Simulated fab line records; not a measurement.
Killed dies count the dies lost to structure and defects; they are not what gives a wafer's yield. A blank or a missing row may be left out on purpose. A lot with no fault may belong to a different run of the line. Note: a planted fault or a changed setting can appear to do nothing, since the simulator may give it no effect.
Check of tool commonality :: flow berkeley_cmos170 :: 39 wafers sampled across 13 lots

THE REASON FOR OPENING IT
Of 13 lots, 1 have the reading NLDD_TW flagged at UCB170_NLDD_TW_MEAS_11. Wafers without a fault read 2208, standard deviation 11.
Rule: a lot is flagged when every wafer of it that has a number lies more than 4 standard deviations from that mean, or none has a number. As for the other lots, they are considered sound.

lot: L299
measured: day 6 07:47
on: film_metro-01
NLDD_TW, wafer by wafer: 2207 2208 2217
flag: 

lot: L300
measured: day 6 08:20
on: film_metro-03
NLDD_TW, wafer by wafer: 2196 2196 2196
flag: 

lot: L301
measured: day 7 09:43
on: film_metro-01
NLDD_TW, wafer by wafer: 2202 2196 2191
flag: 

lot: L303
measured: day 7 09:57
on: film_metro-03
NLDD_TW, wafer by wafer: 2215 2208 2206
flag: 

lot: L304
measured: day 7 10:26
on: film_metro-03
NLDD_TW, wafer by wafer: 2210 2202 2209
flag: 

lot: L306
measured: day 8 06:25
on: film_metro-02
NLDD_TW, wafer by wafer: 2214 2197 2197
flag: 

lot: L310
measured: day 9 01:34
on: film_metro-03
NLDD_TW, wafer by wafer: 30 30 30
flag: FLAGGED

lot: L309
measured: day 9 01:37
on: film_metro-02
NLDD_TW, wafer by wafer: 2203 2210 2206
flag: 

lot: L311
measured: day 9 06:14
on: film_metro-03
NLDD_TW, wafer by wafer: 2199 2191 2192
flag: 

lot: L320
measured: day 10 15:46
on: film_metro-02
NLDD_TW, wafer by wafer: 2222 2222 2214
flag: 

lot: L318
measured: day 10 16:04
on: film_metro-01
NLDD_TW, wafer by wafer: 2214 2213 2203
flag: 

lot: L319
measured: day 10 16:16
on: film_metro-02
NLDD_TW, wafer by wafer: 2214 2224 2222
flag: 

lot: L321
measured: day 10 16:23
on: film_metro-03
NLDD_TW, wafer by wafer: 2203 2204 2200
flag: 
The numbers of the flagged lots are 30 on average: -2178 against the usual, or -99 or more standard deviations.

WHICH TOOL EACH LOT WENT THROUGH
Before the reading, the record contains 2 process steps out of a 331-step route. Every cell lists first the tool, next ch and the chambers used by the sampled wafers, and last the start.
lot: L299
flag: 
UCB170_NWELL_ETCH_13: rie_diel-03 ch 0,2,3, day 2 12:39
UCB170_NLDD_EXPOSE_03: krf_scanner-02 ch 0, day 6 06:51

lot: L300
flag: 
UCB170_NWELL_ETCH_13: rie_diel-02 ch 1,2,3, day 2 12:56
UCB170_NLDD_EXPOSE_03: krf_scanner-01 ch 0, day 6 07:24

lot: L301
flag: 
UCB170_NWELL_ETCH_13: rie_diel-03 ch 0,2,3, day 3 01:12
UCB170_NLDD_EXPOSE_03: krf_scanner-02 ch 0, day 7 08:44

lot: L303
flag: 
UCB170_NWELL_ETCH_13: rie_diel-04 ch 0,1,2, day 3 06:34
UCB170_NLDD_EXPOSE_03: krf_scanner-01 ch 0, day 7 09:00

lot: L304
flag: 
UCB170_NWELL_ETCH_13: rie_diel-02 ch 0,2,3, day 3 21:06
UCB170_NLDD_EXPOSE_03: krf_scanner-01 ch 0, day 7 09:29

lot: L306
flag: 
UCB170_NWELL_ETCH_13: rie_diel-04 ch 2,3, day 4 02:43
UCB170_NLDD_EXPOSE_03: krf_scanner-02 ch 0, day 8 05:28

lot: L310
flag: FLAGGED
UCB170_NWELL_ETCH_13: rie_diel-02 ch 1,3, day 4 19:40
UCB170_NLDD_EXPOSE_03: krf_scanner-02 ch 0, day 8 23:49

lot: L309
flag: 
UCB170_NWELL_ETCH_13: rie_diel-04 ch 0,1,2, day 4 14:44
UCB170_NLDD_EXPOSE_03: krf_scanner-01 ch 0, day 9 00:08

lot: L311
flag: 
UCB170_NWELL_ETCH_13: rie_diel-02 ch 1,3, day 5 03:59
UCB170_NLDD_EXPOSE_03: krf_scanner-02 ch 0, day 9 05:15

lot: L320
flag: 
UCB170_NWELL_ETCH_13: rie_diel-02 ch 1,2, day 6 21:35
UCB170_NLDD_EXPOSE_03: krf_scanner-02 ch 0, day 10 14:17

lot: L318
flag: 
UCB170_NWELL_ETCH_13: rie_diel-02 ch 1,2, day 6 18:14
UCB170_NLDD_EXPOSE_03: krf_scanner-02 ch 0, day 10 14:47

lot: L319
flag: 
UCB170_NWELL_ETCH_13: rie_diel-03 ch 1,2, day 6 21:20
UCB170_NLDD_EXPOSE_03: krf_scanner-02 ch 0, day 10 14:54

lot: L321
flag: 
UCB170_NWELL_ETCH_13: rie_diel-04 ch 1,3, day 6 21:13
UCB170_NLDD_EXPOSE_03: krf_scanner-02 ch 0, day 10 15:23
What the steps here do:
- UCB170_NWELL_ETCH_13: etches Si3N4 in CH3F/Ar/O2, stops on SiO2, target depth 246.4 nm, time 154 s.
- UCB170_NLDD_EXPOSE_03: exposes mask NSELECT, target cd 1200 nm.
- UCB170_NLDD_TW_MEAS_11

FLAGGED AGAINST TOTAL, ONE TOOL AT A TIME (gauges that did the reading follow at the end)
step: UCB170_NWELL_ETCH_13
tool: rie_diel-02
lots run: 6
flagged: 1
share of the flagged lots: all
sound lots run after its first flagged lot: 3 (L311,L318,L320)

step: UCB170_NWELL_ETCH_13
tool: rie_diel-03
lots run: 3
flagged: 0
share of the flagged lots: none
sound lots run after its first flagged lot: -

step: UCB170_NWELL_ETCH_13
tool: rie_diel-04
lots run: 4
flagged: 0
share of the flagged lots: none
sound lots run after its first flagged lot: -

step: UCB170_NLDD_EXPOSE_03
tool: krf_scanner-01
lots run: 4
flagged: 0
share of the flagged lots: none
sound lots run after its first flagged lot: -

step: UCB170_NLDD_EXPOSE_03
tool: krf_scanner-02
lots run: 9
flagged: 1
share of the flagged lots: all
sound lots run after its first flagged lot: 5 (L311,L320,L318,L319,L321)

step: UCB170_NLDD_TW_MEAS_11
tool: film_metro-01
lots run: 3
flagged: 0
share of the flagged lots: none
sound lots run after its first flagged lot: -

step: UCB170_NLDD_TW_MEAS_11
tool: film_metro-02
lots run: 4
flagged: 0
share of the flagged lots: none
sound lots run after its first flagged lot: -

step: UCB170_NLDD_TW_MEAS_11
tool: film_metro-03
lots run: 6
flagged: 1
share of the flagged lots: all
sound lots run after its first flagged lot: 2 (L311,L321)

THE TABLE: WHAT IT ALLOWS
All flagged lots were run by 3 table rows, namely rie_diel-02 at UCB170_NWELL_ETCH_13, krf_scanner-02 at UCB170_NLDD_EXPOSE_03, film_metro-03 at UCB170_NLDD_TW_MEAS_11.
- rie_diel-02 at UCB170_NWELL_ETCH_13: 1 of its 6 lots flagged. Lots that were sound ran on it after the first flagged one (L311, L318, L320); a persistent fault on the entire tool would not allow that.
- krf_scanner-02 at UCB170_NLDD_EXPOSE_03: 1 of its 9 lots flagged. Lots that were sound ran on it after the first flagged one (L311, L320, L318, L319, L321); a persistent fault on the entire tool would not allow that.
- film_metro-03 at UCB170_NLDD_TW_MEAS_11: 1 of its 6 lots flagged. Lots that were sound ran on it after the first flagged one (L311, L321); a persistent fault on the entire tool would not allow that.
There is no row in the table that ran each flagged lot and no sound lot after the first.

WHAT WAS PUT IN BY THE SIMULATOR
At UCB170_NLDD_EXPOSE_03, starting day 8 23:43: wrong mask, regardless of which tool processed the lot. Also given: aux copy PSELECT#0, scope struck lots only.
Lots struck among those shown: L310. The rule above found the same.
